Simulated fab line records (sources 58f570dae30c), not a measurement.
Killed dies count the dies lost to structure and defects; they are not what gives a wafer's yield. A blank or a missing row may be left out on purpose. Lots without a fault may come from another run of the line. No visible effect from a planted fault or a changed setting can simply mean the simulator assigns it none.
The tool behind it: which one? | flow berkeleyCmos170 | 14 lots, 42 wafers sampled, at 6 steps of a route of 331

## WHAT THE GAUGES SHOWED, per wafer
UCB170_PWELL_THK_MEAS_03. Usual: PWELL_OXIDE_THK 26.2 nm, standard deviation 0.44.
lot  | measured    | on           | PWELL_OXIDE_THK (nm) | flag
L547 | day 3 00:29 | filmMetro-04 | 26.3 26.2 26.1       | 
L548 | day 3 00:29 | filmMetro-01 | 26.3 26.0 25.4       | 
L549 | day 3 11:37 | filmMetro-03 | 26.5 26.7 26.9       | 
L550 | day 3 11:37 | filmMetro-01 | 26.2 26.3 26.6       | 
L554 | day 4 08:47 | filmMetro-01 | 27.0 26.9 26.7       | 
L552 | day 4 08:47 | filmMetro-03 | 26.0 25.9 25.7       | 
L559 | day 5 10:49 | filmMetro-04 | 25.9 25.9 26.0       | 
L560 | day 5 19:36 | filmMetro-04 | 26.0 26.4 26.1       | 
L563 | day 6 03:18 | filmMetro-01 | 26.9 26.5 27.0       | 
L562 | day 6 03:19 | filmMetro-03 | 25.6 25.5 25.4       | 
L564 | day 6 18:50 | filmMetro-04 | 27.0 26.6 26.6       | 
L566 | day 7 07:41 | filmMetro-01 | 26.3 26.4 26.7       | 
L568 | day 7 07:44 | filmMetro-04 | 26.3 26.2 26.2       | 
L569 | day 7 16:32 | filmMetro-01 | 25.7 26.2 26.3       | 

UCB170_ACTIVE_CD_MEAS_90 targets a cd of 1200 nm. Usual: cdNm reads 1199.5 nm (standard deviation 1.5).
lot  | measured    | on       | cdNm (nm)            | flag
L547 | day 4 19:48 | cdSem-02 | 1200.7 1198.6 1199.7 | 
L548 | day 4 20:04 | cdSem-01 | 1201.6 1201.8 1201.6 | 
L549 | day 5 10:49 | cdSem-02 | 1200.8 1201.5 1200.6 | 
L550 | day 5 11:23 | cdSem-01 | 1199.3 1198.5 1199.0 | 
L554 | day 6 09:25 | cdSem-01 | 1199.0 1198.1 1196.7 | 
L552 | day 6 09:55 | cdSem-01 | 1198.9 1199.2 1198.0 | 
L559 | day 7 10:11 | cdSem-01 | 1200.9 1200.5 1199.8 | 
L560 | day 7 18:07 | cdSem-01 | 1200.9 1199.3 1199.7 | 
L563 | day 7 17:54 | cdSem-02 | 1200.7 1199.2 1200.3 | 
L562 | day 7 17:35 | cdSem-02 | 1200.2 1200.0 1198.7 | 
L564 | day 8 10:29 | cdSem-01 | 1199.5 1200.0 1200.0 | 
L566 | day 8 22:37 | cdSem-02 | 1196.2 1197.5 1197.0 | 
L568 | day 9 08:03 | cdSem-02 | 1198.4 1199.3 1198.2 | 
L569 | day 9 15:17 | cdSem-01 | 1198.6 1199.4 1199.1 | 

UCB170_PVT_OVL_MEAS_06. Usual: PVT_OVL 1 nm, standard deviation 5.6.
lot  | measured     | on         | PVT_OVL (nm) | flag
L547 | day 6 19:35  | overlay-01 | 4 5 11       | 
L548 | day 6 19:06  | overlay-01 | -2 0 1       | 
L549 | day 7 05:33  | overlay-02 | 6 1 1        | 
L550 | day 7 04:56  | overlay-02 | 5 13 4       | 
L554 | day 7 22:43  | overlay-02 | 12 12 9      | 
L552 | day 7 22:43  | overlay-01 | -6 -2 -5     | 
L559 | day 8 23:01  | overlay-02 | -8 -4 -4     | 
L560 | day 9 14:42  | overlay-02 | -9 -7 -3     | 
L563 | day 9 14:02  | overlay-02 | -9 -7 -6     | 
L562 | day 9 14:46  | overlay-01 | -2 0 -6      | 
L564 | day 10 05:58 | overlay-02 | -6 4 -5      | 
L566 | day 10 12:13 | overlay-02 | 3 1 7        | 
L568 | day 11 01:07 | overlay-02 | 3 -4 2       | 
L569 | day 11 10:02 | overlay-02 | 6 6 3        | 

UCB170_PLDD_TW_MEAS_11. Usual: PLDD_TW 1001, standard deviation 8.7.
lot  | measured     | on           | PLDD_TW        | flag
L547 | day 7 14:59  | filmMetro-03 | 997 995 1001   | 
L548 | day 7 14:22  | filmMetro-01 | 1001 992 996   | 
L549 | day 7 19:37  | filmMetro-01 | 1002 1004 996  | 
L550 | day 7 19:20  | filmMetro-03 | 996 994 998    | 
L554 | day 8 15:46  | filmMetro-02 | 1021 1012 1015 | 
L552 | day 8 16:04  | filmMetro-01 | 997 1005 995   | 
L559 | day 9 16:01  | filmMetro-03 | 992 999 999    | 
L560 | day 10 08:49 | filmMetro-01 | 1045 1042 1040 | OFF
L563 | day 10 09:05 | filmMetro-03 | 1001 1000 997  | 
L562 | day 10 09:11 | filmMetro-01 | 1050 1044 1042 | OFF
L564 | day 11 01:49 | filmMetro-03 | 990 983 996    | 
L566 | day 11 05:54 | filmMetro-02 | 1012 1013 1012 | 
L568 | day 11 19:23 | filmMetro-02 | 1008 1013 1007 | 
L569 | day 12 06:26 | filmMetro-03 | 999 997 990    | 

UCB170_SDANNEAL_RS_MEAS_04: measurement is done with a four-point probe. Usual: PLDD_RS 1032.1 ohm/sq, standard deviation 2.5.
lot  | measured     | on           | PLDD_RS (ohm/sq)     | flag
L547 | day 8 02:33  | filmMetro-03 | 1030.2 1030.6 1031.3 | 
L548 | day 8 02:46  | filmMetro-01 | 1031.5 1032.4 1032.1 | 
L549 | day 8 09:31  | filmMetro-02 | 1027.8 1025.3 1026.7 | 
L550 | day 8 09:01  | filmMetro-03 | 1032.2 1036.0 1035.2 | 
L554 | day 9 05:52  | filmMetro-02 | 1030.0 1028.0 1028.7 | 
L552 | day 9 05:38  | filmMetro-01 | 1035.1 1034.6 1035.3 | 
L559 | day 10 05:44 | filmMetro-03 | 1034.2 1031.6 1031.4 | 
L560 | day 11 02:13 | filmMetro-01 | 925.4 925.1 926.0    | OFF
L563 | day 11 02:24 | filmMetro-03 | 1028.4 1029.0 1032.0 | 
L562 | day 11 02:18 | filmMetro-02 | 924.3 923.3 923.9    | OFF
L564 | day 11 15:58 | filmMetro-02 | 1031.8 1032.9 1030.6 | 
L566 | day 11 16:20 | filmMetro-03 | 1029.6 1032.5 1028.0 | 
L568 | day 12 08:40 | filmMetro-01 | 1033.3 1033.0 1033.4 | 
L569 | day 12 22:32 | filmMetro-02 | 1030.0 1029.0 1033.8 | 

## WHICH TOOL RAN EACH LOT (tool, then ch and the chambers of the sampled wafers, then the start)
lot  | UCB170_PLDD_IMPLANT_08
L547 | implanter-02 ch 0, day 7 14:35
L548 | implanter-01 ch 0, day 7 13:58
L549 | implanter-04 ch 0, day 7 19:13
L550 | implanter-02 ch 0, day 7 18:56
L554 | implanter-01 ch 0, day 8 15:22
L552 | implanter-02 ch 0, day 8 15:40
L559 | implanter-01 ch 0, day 9 15:38
L560 | implanter-01 ch 0, day 10 08:25
L563 | implanter-04 ch 0, day 10 08:43
L562 | implanter-01 ch 0, day 10 08:49
L564 | implanter-02 ch 0, day 11 01:22
L566 | implanter-04 ch 0, day 11 05:31
L568 | implanter-02 ch 0, day 11 18:59
L569 | implanter-04 ch 0, day 12 06:02
- UCB170_PLDD_IMPLANT_08

## WHAT THE TOOLS THEMSELVES READ (means of the sampled wafers that have a number; where no wafer has one, the mark that the record gives instead)
UCB170_PLDD_IMPLANT_08. Usual: doseIonsCm2 5.001e+13, standard deviation 5.4e+10; faradayCurrentUA 158.5, standard deviation 2.9; rotationDeg -0.007 degrees, standard deviation 0.019; tiltDeg 6.998 degrees, standard deviation 0.02.
lot  | tool         | doseIonsCm2 | faradayCurrentUA | rotationDeg (degrees) | tiltDeg (degrees) | flag
L547 | implanter-02 | 4.998e+13   | 159.8            | -0.014                | 6.992             | 
L548 | implanter-01 | 5.004e+13   | 156.4            | -0.018                | 7.011             | 
L549 | implanter-04 | 5.000e+13   | 159.5            | -0.036                | 6.989             | 
L550 | implanter-02 | 5.001e+13   | 157.8            | -0.019                | 7.002             | 
L554 | implanter-01 | 5.004e+13   | 160.2            | -0.037                | 7.000             | 
L552 | implanter-02 | 4.996e+13   | 159.6            | -0.026                | 6.990             | 
L559 | implanter-01 | 5.002e+13   | 156.6            | 0.021                 | 7.018             | 
L560 | implanter-01 | 6.499e+13   | 208.0            | -0.005                | 6.981             | OFF
L563 | implanter-04 | 5.003e+13   | 160.7            | -0.008                | 7.019             | 
L562 | implanter-01 | 6.506e+13   | 212.9            | -0.009                | 6.976             | OFF
L564 | implanter-02 | 4.996e+13   | 154.2            | -0.004                | 7.008             | 
L566 | implanter-04 | 4.995e+13   | 158.0            | 0.000                 | 7.015             | 
L568 | implanter-02 | 4.997e+13   | 159.1            | -0.018                | 6.958             | 
L569 | implanter-04 | 5.007e+13   | 158.7            | -0.002                | 7.003             | 

## THE ANSWER, worked out from the rows above alone
Rule: a lot is off if the mean of its wafers that have a number lies more than 3 standard deviations from the usual mean. A lot without any number at a reading at which 4 lots or more have one is off too. The other lots that the step has rows for count as sound. After the gauges, taken in route order, come the tools' own readings; for these a lot's mean is taken, as printed above. At the first step where some lot is off, the reading lying furthest off is the one used; lots without a number count as furthest.
Off: at UCB170_PLDD_TW_MEAS_11 (PLDD_TW), L560, L562.
A tool fits if, at a process step before that reading, it ran every lot that is off, and no sound lot after the first of them. Not tried: the gauges at UCB170_PLDD_TW_MEAS_11; whatever is off there is also off at UCB170_PLDD_IMPLANT_08, on other tools, and gauge error can't account for it. One fits: implanter-01 at UCB170_PLDD_IMPLANT_08. Its last sound lot is L559 (day 9 15:38), its first lot that is off L560 (day 10 08:25): a fault that began between those two fits.
The tool's own readings at UCB170_PLDD_IMPLANT_08 bear it out: on the lots that are off they differ by more than 5 times the standard deviation of the sound lots' means. doseIonsCm2 reads 6.502e+13 there against 5.000e+13 on the sound lots; faradayCurrentUA reads 210.4 there against 158.4 on the sound lots.

## WHAT THE SIMULATOR HAD INSERTED
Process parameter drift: implanter-01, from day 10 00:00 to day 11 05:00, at UCB170_PLDD_IMPLANT_08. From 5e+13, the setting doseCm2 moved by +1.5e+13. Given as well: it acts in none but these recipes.
Shown lots that were struck: L560, L562. The rule given above showed the same thing.
